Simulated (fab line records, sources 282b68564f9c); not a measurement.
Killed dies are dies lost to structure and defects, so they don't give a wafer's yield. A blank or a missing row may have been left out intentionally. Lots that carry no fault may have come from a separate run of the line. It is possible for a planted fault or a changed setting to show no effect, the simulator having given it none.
Comparing a struck lot with a sound one + flow rit-cmos + 32 out of 202 route steps
Sound: these wafers, L243.3, L243.4, L243.6. Wafers struck: L249.1, L249.3, L249.5. The cause is named last.
Order at every step that has rows: each side's tool, ch and its chambers, its first start. Under that, the readings that differ: sound wafers + struck wafers + difference of the means + sigmas: that difference in standard deviations of wafers without a fault.
alike: a reading whose means differ by less than 2 such deviations, as well as words and numbers matching on both sides. not compared: withheld readings; readings where some wafer has no value; bounds like >300 that might hide an equal value; numbers whose values overlap and for which the record gives no deviation.
The two part at a step that has a row with sigmas, a row that says differs or no value, or rows on one side only. When numbers do not overlap yet have no deviation, they are printed without sigmas and do not part them. A reading missing from all wafers of one side parts the sides only when that side holds two or more wafers.

first, 1 step without rows for these wafers: RIT_PLDD_IMPLANT_08.
RIT_PLDD_STRIP_09: strips in O2, time 180 s.
  sound on plasma-asher-04 ch 0,1, day 2 20:52; struck on plasma-asher-04 ch 0,1, day 4 01:22
  alike: drypump-motor-current-A, rf-refl-power-W
  not compared: rf-hours-counter-h
RIT_PLDD_TW_MEAS_10:
  sound on film-metro-04 at day 2 21:00; struck on film-metro-01 at day 4 01:32
  alike: PLDD_TW
then, 4 steps without rows for these wafers: RIT_SPACER_CLEAN_00 (cleans in SC1, time 600 s); RIT_SPACER_CLEAN_01 (cleans in dHF, time 30 s); RIT_SPACER_CLEAN_02 (cleans in SC2, time 600 s); RIT_SPACER_CVD_03 (deposits Si3N4 from SiH2Cl2/NH3, target thk 250 nm, time 3300 s).
RIT_SPACER_THK_MEAS_04:
  sound on film-metro-01 at day 2 23:25; struck on film-metro-04 at day 4 03:56
  alike: SPACER_NITRIDE_THK
RIT_SPACER_ETCHBACK_05: etches Si3N4 in SF6/CHF3, stops on SiO2, target depth 250 nm, time 240 s.
  sound on rie-diel-01 ch 0,1,3, day 2 23:27; struck on rie-diel-01 ch 0,1, day 4 03:59
  alike: CHF3_flow_sccm, drypump-motor-current-A, oes-product-au, throttle-valve-pct
  not compared: rf-hours-counter-h
then, 3 steps without rows for these wafers: RIT_NSD_HMDS_00 (prime time 60 s); RIT_NSD_COAT_01 (resist thk 1000 nm); RIT_NSD_SOFTBAKE_02 (time 60 s).
RIT_NSD_EXPOSE_03: exposes mask M9, target cd 40700 nm.
  sound on iline-stepper-02 ch 0, day 3 04:26; struck on iline-stepper-02 ch 0, day 4 04:51
| reading | sound          | struck            | difference | sigmas |
|---------|----------------|-------------------|------------|--------|
| mask    | M9#0 M9#0 M9#0 | M10#0 M10#0 M10#0 | differs    |        |
then, 2 steps without rows for these wafers: RIT_NSD_PEB_04; RIT_NSD_DEVELOP_05 (develop time 50 s).
RIT_NSD_OVL_MEAS_06:
  sound on overlay-02 at day 3 04:49; struck on overlay-02 at day 4 05:15
| reading      | sound          | struck | difference                    | sigmas |
|--------------|----------------|--------|-------------------------------|--------|
| NSD_OVL (nm) | -1.2 -0.2 -2.0 | - - -  | no value on the struck wafers |        |
then, 2 steps without rows for these wafers: RIT_NSD_HARDBAKE_07 (time 60 s); RIT_NSD_IMPLANT_08.
RIT_NSD_STRIP_09: strips in O2, time 180 s.
  sound on plasma-asher-01 ch 0,1, day 3 05:11; struck on plasma-asher-01 ch 0,1, day 4 05:35
  alike: drypump-motor-current-A, rf-refl-power-W
  not compared: rf-hours-counter-h
RIT_NSD_TW_MEAS_10:
  sound on film-metro-04 at day 3 05:20; struck on film-metro-04 at day 4 05:46
| reading | sound          | struck   | difference | sigmas      |
|---------|----------------|----------|------------|-------------|
| NSD_TW  | 3137 3135 3132 | 30 30 30 | -3105      | -99 or more |
then, 6 steps without rows for these wafers: RIT_PSD_HMDS_00 (prime time 60 s); RIT_PSD_COAT_01 (resist thk 1000 nm); RIT_PSD_SOFTBAKE_02 (time 60 s); RIT_PSD_EXPOSE_03 (exposes mask M10, target cd 40900 nm); RIT_PSD_PEB_04; RIT_PSD_DEVELOP_05 (develop time 50 s).
RIT_PSD_OVL_MEAS_06:
  sound on overlay-01 at day 3 06:14; struck on overlay-01 at day 4 06:40
| reading      | sound       | struck         | difference | sigmas |
|--------------|-------------|----------------|------------|--------|
| PSD_OVL (nm) | 0.9 0.0 2.2 | -1.7 -1.0 -2.0 | -2.6       | -2     |
then, 2 steps without rows for these wafers: RIT_PSD_HARDBAKE_07 (time 60 s); RIT_PSD_IMPLANT_08.
RIT_PSD_STRIP_09: strips in O2, time 180 s.
  sound on plasma-asher-02 ch 0,1, day 3 06:46; struck on plasma-asher-03 ch 0, day 4 07:00
  alike: drypump-motor-current-A, rf-refl-power-W
  not compared: rf-hours-counter-h
RIT_PSD_TW_MEAS_10:
  sound on film-metro-03 at day 3 06:54; struck on film-metro-01 at day 4 07:11
| reading | sound          | struck         | difference | sigmas |
|---------|----------------|----------------|------------|--------|
| PSD_TW  | 3423 3406 3418 | 3635 3618 3643 | +216       | +11    |
then, 1 step without rows for these wafers: RIT_SDANNEAL_CLEAN_00 (cleans in SC1, time 600 s).

== WHERE THEY PART ==
Last at RIT_PSD_TW_MEAS_10 as far as this record goes, first at RIT_NSD_EXPOSE_03.

WHY: the cause the simulator had injected
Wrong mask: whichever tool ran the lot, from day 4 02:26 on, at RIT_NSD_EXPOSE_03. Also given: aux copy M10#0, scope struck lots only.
